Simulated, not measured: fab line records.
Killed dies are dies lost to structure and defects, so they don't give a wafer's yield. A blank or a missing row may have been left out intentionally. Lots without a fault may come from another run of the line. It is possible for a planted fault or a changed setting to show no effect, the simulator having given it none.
Split-lot experiment    flow berkeley-cmos170    23 wafers read across 5 lots, on a route 331 steps long

## ON THE SPLIT
At UCB170_M1_PEB_07, the setting peb-temp-c was moved away from the recipe's 130 C on 8 of the 23 wafers read, by -2.2% to -2.0%. The other wafers ran this setting at the recipe's value.

## FROM THE SPLIT TO THE READING: what the file shows between them, 5 steps
- UCB170_M1_DEVELOP_08: develop time 45 s
- UCB170_M1_CD_MEAS_09: target cd 700 nm
- UCB170_M1_ETCH_11: etches BARC in N2/H2
- UCB170_M1_METAL_ETCH_12: etches Al in Cl2/BCl3, stops on PSG, target depth 780 nm, time 130 s
- UCB170_M1_STRIP_13: strips in O2

## THE READING
Shown in nm: cd-nm at UCB170_M1_CD_MEAS_90, with target cd 700 nm. Fault-free wafers of this fab line usually give 699 nm, standard deviation 3.4 nm.

wafer   tool, chamber at the split  peb-temp-c as run, C  against the recipe  cd-nm, nm  against lot-mates on the recipe
L074.1  litho-track-02, 0           130                   recipe              695        -
L074.2  litho-track-02, 0           130                   recipe              698        -
L074.4  litho-track-02, 0           127.2                 -2.2%               716        +19
L074.5  litho-track-02, 0           130                   recipe              697        -
L074.6  litho-track-02, 0           127.2                 -2.2%               718        +21
L075.1  litho-track-01, 0           130                   recipe              702        -
L075.3  litho-track-01, 0           130                   recipe              700        -
L075.6  litho-track-01, 0           130                   recipe              702        -
L078.1  litho-track-04, 0           130                   recipe              703        -
L078.3  litho-track-04, 0           127.4                 -2.0%               716        +12
L078.4  litho-track-04, 0           127.4                 -2.0%               723        +20
L078.5  litho-track-04, 0           130                   recipe              704        -
L078.6  litho-track-04, 0           127.4                 -2.0%               715        +12
L079.1  litho-track-02, 0           130                   recipe              697        -
L079.2  litho-track-02, 0           127.2                 -2.2%               715        +16
L079.4  litho-track-02, 0           130                   recipe              700        -
L079.5  litho-track-02, 0           127.2                 -2.2%               722        +24
L079.6  litho-track-02, 0           127.2                 -2.2%               716        +18
L081.2  litho-track-01, 0           130                   recipe              697        -
L081.3  litho-track-01, 0           130                   recipe              696        -
L081.4  litho-track-01, 0           130                   recipe              698        -
L081.5  litho-track-01, 0           130                   recipe              696        -
L081.6  litho-track-01, 0           130                   recipe              696        -

FIT RESULTS
A straight line over all 23 wafers: cd-nm changes by -8.99 nm for each +1% of peb-temp-c; r = -0.95; the points scatter about the line by 3 nm.
The same after taking each lot's own level away (the mean of its wafers on the recipe; 23 wafers): -8.5 nm for each +1%; r = -0.97; scatter 2.3 nm.
Per that fit: largest peb-temp-c move, reading shift of 18 nm.
The span of the lots' own levels, 696.6 to 703.5 nm, comes to 2.0 times the standard deviation stated above.
So the lot-to-lot level changes the slope little: the two slopes agree.
Check: with one of the wafers moved furthest among these (-2.2%) left out of the fit, the line predicts +18.1 nm for it against its lot-mates. Against them it came out at +19.3 nm.

## THE WHOLE CHAIN: every reading that the file lists as answering this split, in the file's order
step                     what it does                                                          reading                                                    change (the file's fit)               r (the file's)
UCB170_M1_CD_MEAS_09     target cd 700 nm                                                      cd-nm                                                      -9.7 nm for each +1% of the setting   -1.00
UCB170_M1_ETCH_11        etches BARC in N2/H2                                                  M1.cd-nm (the simulator's own value, which no gauge read)  -9.61 nm for each +1% of the setting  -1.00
UCB170_M1_METAL_ETCH_12  etches Al in Cl2/BCl3, stops on PSG, target depth 780 nm, time 130 s  M1.cd-nm (the simulator's own value, which no gauge read)  -8.46 nm for each +1% of the setting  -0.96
UCB170_M1_CD_MEAS_90     target cd 700 nm                                                      cd-nm                                                      -8.47 nm for each +1% of the setting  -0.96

## FILE'S OWN FIT
cd-nm changes by -8.47 nm for each +1% of peb-temp-c, r = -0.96.
